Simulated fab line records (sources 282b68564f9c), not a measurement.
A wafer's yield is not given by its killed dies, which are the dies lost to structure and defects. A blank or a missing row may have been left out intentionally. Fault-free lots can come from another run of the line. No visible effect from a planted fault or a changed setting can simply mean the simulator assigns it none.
Split-lot study + flow ritCmos + 23 wafers read across 5 lots, on a route 202 steps long

## THE SPLIT
At RIT_NRETRO_SOFTBAKE_02 (time 60 s), the setting tempC was moved away from the recipe's 90 C on 5 of the 23 wafers read, by -2.4% to +4.2%. This setting was run at the recipe's value on the other wafers.

## FROM THE SPLIT TO THE READING: what the file shows between them, 2 steps
- RIT_NRETRO_EXPOSE_03: exposes mask M4, target cd 43900 nm
- RIT_NRETRO_PEB_04

## THE READING
NOVOLAK_of_NRETRO_COAT_01.thkNm (the simulator's own value, which no gauge read), in nm, at RIT_NRETRO_DEVELOP_05 (develop time 68 s). The file does not state a usual value for it. Across the 18 wafers here that went through the recipe, the average is 1301 nm and the standard deviation 3.1 nm.

| wafer  | tool, chamber at the split | tempC as run, C | against the recipe | NOVOLAK_of_NRETRO_COAT_01.thkNm, nm | against lot-mates on the recipe |
|--------|----------------------------|-----------------|--------------------|-------------------------------------|---------------------------------|
| L075.1 | lithoTrack-01, 0           | 90              | recipe             | 1303                                | -                               |
| L075.4 | lithoTrack-01, 0           | 90              | recipe             | 1303                                | -                               |
| L075.3 | lithoTrack-01, 0           | 90              | recipe             | 1302                                | -                               |
| L075.5 | lithoTrack-01, 0           | 90              | recipe             | 1306                                | -                               |
| L075.6 | lithoTrack-01, 0           | 90              | recipe             | 1305                                | -                               |
| L079.1 | lithoTrack-03, 0           | 90              | recipe             | 1295                                | -                               |
| L079.2 | lithoTrack-03, 0           | 90              | recipe             | 1300                                | -                               |
| L079.3 | lithoTrack-03, 0           | 90              | recipe             | 1299                                | -                               |
| L079.4 | lithoTrack-03, 0           | 90              | recipe             | 1301                                | -                               |
| L079.5 | lithoTrack-03, 0           | 90              | recipe             | 1298                                | -                               |
| L080.2 | lithoTrack-01, 0           | 90              | recipe             | 1306                                | -                               |
| L080.3 | lithoTrack-01, 0           | 87.88           | -2.4%              | 1313                                | +8                              |
| L080.5 | lithoTrack-01, 0           | 87.88           | -2.4%              | 1313                                | +8                              |
| L080.4 | lithoTrack-01, 0           | 90              | recipe             | 1305                                | -                               |
| L080.6 | lithoTrack-01, 0           | 90              | recipe             | 1304                                | -                               |
| L083.1 | lithoTrack-01, 0           | 90              | recipe             | 1297                                | -                               |
| L083.2 | lithoTrack-01, 0           | 90              | recipe             | 1301                                | -                               |
| L083.6 | lithoTrack-01, 0           | 90              | recipe             | 1301                                | -                               |
| L085.1 | lithoTrack-02, 0           | 90              | recipe             | 1301                                | -                               |
| L085.2 | lithoTrack-02, 0           | 93.75           | +4.2%              | 1284                                | -16                             |
| L085.3 | lithoTrack-02, 0           | 93.75           | +4.2%              | 1284                                | -16                             |
| L085.5 | lithoTrack-02, 0           | 90              | recipe             | 1298                                | -                               |
| L085.6 | lithoTrack-02, 0           | 93.75           | +4.2%              | 1285                                | -14                             |

THE FIT
A straight line over all 23 wafers: NOVOLAK_of_NRETRO_COAT_01.thkNm changes by -4.27 nm for each +1% of tempC; r = -0.93; the points scatter about the line by 2.9 nm.
The same after taking each lot's own level away (the mean of its wafers on the recipe; 23 wafers): -3.59 nm for each +1%; r = -0.97; scatter 1.5 nm.
Per that fit: largest tempC move, reading shift of 15 nm.
From 1298.6 to 1305.0 nm: that is the span of the lots' own levels, equal to 2.1 times the standard deviation above.
Hence the slope depends on the lot-to-lot level, as the two fits are not the same.
Check: for one of the wafers moved furthest among these (+4.2%), held out of the fit, the line's prediction against its lot-mates is -14.8 nm. It came out at -15.5 nm against them.

## OTHER SPLITS APPLIED TO THESE WAFERS
These wafers also went through other splits before the reading. Each is held against what the fit with the lots' levels taken away leaves over:
| other split on the same wafers  | wafers away from the commonest value | r with NOVOLAK_of_NRETRO_COAT_01.thkNm (lot level and that fit taken away) |
|---------------------------------|--------------------------------------|----------------------------------------------------------------------------|
| RIT_ACTIVE_OXIDATION_01 oxTimeS | 18                                   | -0.05                                                                      |
| RIT_ACTIVE_COAT_06 spinRpm      | 4                                    | +0.00                                                                      |
| RIT_ACTIVE_ETCH_13 timeS        | 11                                   | -0.10                                                                      |
| RIT_NWELL_COAT_01 resistThkNm   | 4                                    | +0.03                                                                      |
| RIT_NWELL_IMPLANT_08 doseCm2    | 8                                    | +0.24                                                                      |
| RIT_PWELL_IMPLANT_08 doseCm2    | 11                                   | +0.01                                                                      |

## FILE'S OWN FIT
NOVOLAK_of_NRETRO_COAT_01.thkNm changes by -3.55 nm for each +1% of tempC, r = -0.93.
